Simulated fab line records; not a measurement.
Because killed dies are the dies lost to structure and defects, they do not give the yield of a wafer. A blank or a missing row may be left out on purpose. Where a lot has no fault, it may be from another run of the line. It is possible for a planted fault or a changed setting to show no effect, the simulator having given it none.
Matching of chambers :: flow berkeleyCmos170 :: 4 sister chambers for UCB170_GATE_ETCH_15 on rieSi-01
The step etches poly-Si in HBr/Cl2, stops on SiO2, time 56.3 s, target depth 278.2 nm. 14 wafers are shown with their chamber, then 7 later ones without.

WAFERS PAIRED WITH THEIR CHAMBERS
wafer: L828.1
chamber: 3
throttleValvePct (%): 26.17
oesProductAu (a.u.): 0.823
rfFwdPowerW (W): 295.1

wafer: L828.2
chamber: 0
throttleValvePct (%): 26.32
oesProductAu (a.u.): 0.832
rfFwdPowerW (W): 296.9

wafer: L828.3
chamber: 2
throttleValvePct (%): 26.53
oesProductAu (a.u.): 0.828
rfFwdPowerW (W): 295.7

wafer: L829.1
chamber: 3
throttleValvePct (%): 26.18
oesProductAu (a.u.): 0.846
rfFwdPowerW (W): 295.9

wafer: L829.4
chamber: 1
throttleValvePct (%): 26.13
oesProductAu (a.u.): 0.850
rfFwdPowerW (W): 298.6

wafer: L829.5
chamber: 1
throttleValvePct (%): 26.14
oesProductAu (a.u.): 0.857
rfFwdPowerW (W): 298.5

wafer: L831.1
chamber: 0
throttleValvePct (%): 26.33
oesProductAu (a.u.): 0.824
rfFwdPowerW (W): 295.1

wafer: L831.3
chamber: 2
throttleValvePct (%): 26.52
oesProductAu (a.u.): 0.819
rfFwdPowerW (W): 297.0

wafer: L831.6
chamber: 0
throttleValvePct (%): 26.32
oesProductAu (a.u.): 0.827
rfFwdPowerW (W): 295.7

wafer: L844.2
chamber: 3
throttleValvePct (%): 26.16
oesProductAu (a.u.): 0.824
rfFwdPowerW (W): 297.7

wafer: L844.3
chamber: 2
throttleValvePct (%): 26.54
oesProductAu (a.u.): 0.821
rfFwdPowerW (W): 297.4

wafer: L844.5
chamber: 2
throttleValvePct (%): 26.52
oesProductAu (a.u.): 0.822
rfFwdPowerW (W): 298.1

wafer: L846.4
chamber: 3
throttleValvePct (%): 26.17
oesProductAu (a.u.): 0.822
rfFwdPowerW (W): 297.4

wafer: L846.5
chamber: 3
throttleValvePct (%): 26.16
oesProductAu (a.u.): 0.827
rfFwdPowerW (W): 297.2

SIGNATURES (averages over the wafers above)
reading: throttleValvePct
chamber 0: 26.3233
chamber 1: 26.1350
chamber 2: 26.5275
chamber 3: 26.1680
scatter within a chamber: 0.0082

reading: oesProductAu
chamber 0: 0.82767
chamber 1: 0.85350
chamber 2: 0.82250
chamber 3: 0.82840
scatter within a chamber: 0.00709

reading: rfFwdPowerW
chamber 0: 295.900
chamber 1: 298.550
chamber 2: 297.050
chamber 3: 296.660
scatter within a chamber: 0.983
Rule: for a wafer and a chamber, the distance is found by dividing, reading by reading, the gap between the wafer's reading and the chamber's mean by the reading's scatter, squaring, summing and taking the root. The wafer belongs to the nearest chamber; if the next one is less than 2 further off, it can't be placed. The scatter: the root of (the sum of the squares of (reading less its chamber's mean) over the shown wafers, divided by (wafers less chambers)).

WAFERS WITH NO CHAMBER GIVEN
wafer: L846.6
throttleValvePct (%): 26.53
oesProductAu (a.u.): 0.833
rfFwdPowerW (W): 297.1

wafer: L845.1
throttleValvePct (%): 26.54
oesProductAu (a.u.): 0.820
rfFwdPowerW (W): 296.2

wafer: L845.5
throttleValvePct (%): 26.16
oesProductAu (a.u.): 0.828
rfFwdPowerW (W): 298.0

wafer: L845.6
throttleValvePct (%): 26.53
oesProductAu (a.u.): 0.827
rfFwdPowerW (W): 298.1

wafer: L847.1
throttleValvePct (%): 26.14
oesProductAu (a.u.): 0.842
rfFwdPowerW (W): 298.7

wafer: L847.4
throttleValvePct (%): 26.51
oesProductAu (a.u.): 0.832
rfFwdPowerW (W): 296.9

wafer: L847.5
throttleValvePct (%): 26.14
oesProductAu (a.u.): 0.853
rfFwdPowerW (W): 297.9

EACH ONE'S CHAMBER
wafer: L846.6
from the rows above: 2
in truth: 2

wafer: L845.1
from the rows above: 2
in truth: 2

wafer: L845.5
from the rows above: 3
in truth: 3

wafer: L845.6
from the rows above: 2
in truth: 2

wafer: L847.1
from the rows above: 1
in truth: 1

wafer: L847.4
from the rows above: 2
in truth: 2

wafer: L847.5
from the rows above: 1
in truth: 1
Correct placement for 7 of the 7. Left unplaced by these rows: 0. 0 placed wrongly.
